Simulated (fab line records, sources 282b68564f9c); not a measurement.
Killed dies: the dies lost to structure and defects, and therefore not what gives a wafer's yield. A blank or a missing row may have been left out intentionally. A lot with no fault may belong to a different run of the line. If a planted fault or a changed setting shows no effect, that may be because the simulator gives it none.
Lot-split experiment    flow rit-cmos    route with 202 steps; 5 lots, 23 wafers read

## SPLIT DETAILS
At RIT_GATE_EXPOSE_13 (exposes mask M6, target cd 150 nm), the setting dose-mj was moved away from the recipe's 380 on 9 of the 23 wafers read, by -4.7% to +6.0%. This setting was run at the recipe's value on the other wafers.

## FROM THE SPLIT TO THE READING: what the file shows between them, 5 steps
- RIT_GATE_PEB_14
- RIT_GATE_DEVELOP_15: develop time 52.08 s
- RIT_GATE_CD_MEAS_16: target cd 150 nm
- RIT_GATE_ETCH_19: etches poly-Si in SF6/CHF3/O2, stops on SiO2, time 165 s, target depth 312.5 nm (also split here: over-etch-frac)
- RIT_GATE_STRIP_20: strips in O2, time 180 s

## THE READING
At RIT_GATE_CD_MEAS_90: cd-nm in nanometres, against a target cd of 150 nm. On this fab line, fault-free wafers typically give 150 nm with a standard deviation of 3.1 nm.

wafer   tool, chamber at the split  dose-mj as run  against the recipe  cd-nm, nm  against lot-mates on the recipe
L077.1  iline-stepper-02, 0         395.6           +4.1%               131        -21
L077.2  iline-stepper-02, 0         380             recipe              152        -
L077.3  iline-stepper-02, 0         395.6           +4.1%               131        -21
L077.5  iline-stepper-02, 0         395.6           +4.1%               131        -21
L077.6  iline-stepper-02, 0         380             recipe              152        -
L080.1  iline-stepper-02, 0         402.7           +6.0%               114        -32
L080.2  iline-stepper-02, 0         380             recipe              146        -
L080.3  iline-stepper-02, 0         380             recipe              147        -
L080.4  iline-stepper-02, 0         380             recipe              146        -
L080.5  iline-stepper-02, 0         402.7           +6.0%               118        -28
L079.1  iline-stepper-01, 0         380             recipe              146        -
L079.2  iline-stepper-01, 0         362.2           -4.7%               173        +26
L079.3  iline-stepper-01, 0         362.2           -4.7%               173        +26
L079.4  iline-stepper-01, 0         380             recipe              147        -
L079.6  iline-stepper-01, 0         380             recipe              148        -
L081.2  iline-stepper-02, 0         380             recipe              147        -
L081.3  iline-stepper-02, 0         380             recipe              145        -
L081.5  iline-stepper-02, 0         380             recipe              144        -
L082.2  iline-stepper-02, 0         380             recipe              147        -
L082.3  iline-stepper-02, 0         388.3           +2.2%               138        -10
L082.4  iline-stepper-02, 0         380             recipe              148        -
L082.5  iline-stepper-02, 0         388.3           +2.2%               137        -11
L082.6  iline-stepper-02, 0         380             recipe              149        -

FIT RESULTS
A straight line over all 23 wafers: cd-nm changes by -4.98 nm for each +1% of dose-mj; r = -0.98; the points scatter about the line by 2.5 nm.
The same after taking each lot's own level away (the mean of its wafers on the recipe; 23 wafers): -5.23 nm for each +1%; r = -1.00; scatter 1.1 nm.
On that fit, the largest move of dose-mj shifts the reading by 31 nm.
Across the lots, their own levels run from 145.3 to 152.0 nm, a range of 2.2 times the standard deviation given above.
The two slopes agree, so the slope changes little with the lot-to-lot level.
Check: for one of the wafers moved furthest among these (+6.0%), held out of the fit, the line's prediction against its lot-mates is -30.5 nm. Against them it came out at -32.3 nm.

## OTHER SPLITS APPLIED TO THESE WAFERS
Note: prior to the reading, these wafers also went through further splits. Each is held against what the fit with the lots' levels taken away leaves over:
other split on the same wafers   wafers away from the commonest value  r with cd-nm (lot level and that fit taken away)
RIT_GATE_ETCH_19 over-etch-frac  7                                     +0.13

## THE WHOLE CHAIN: every reading that the file lists as answering this split, in the file's order
step                 what it does          reading                                                      change (the file's fit)               r (the file's)
RIT_GATE_DEVELOP_15  develop time 52.08 s  GATE.cd-nm (the simulator's own value, which no gauge read)  -5.15 nm for each +1% of the setting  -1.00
RIT_GATE_CD_MEAS_16  target cd 150 nm      cd-nm                                                        -5.14 nm for each +1% of the setting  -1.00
RIT_GATE_CD_MEAS_90  target cd 150 nm      cd-nm                                                        -5.18 nm for each +1% of the setting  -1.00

## FILE'S OWN FIT
cd-nm changes by -5.18 nm for each +1% of dose-mj, r = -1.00.
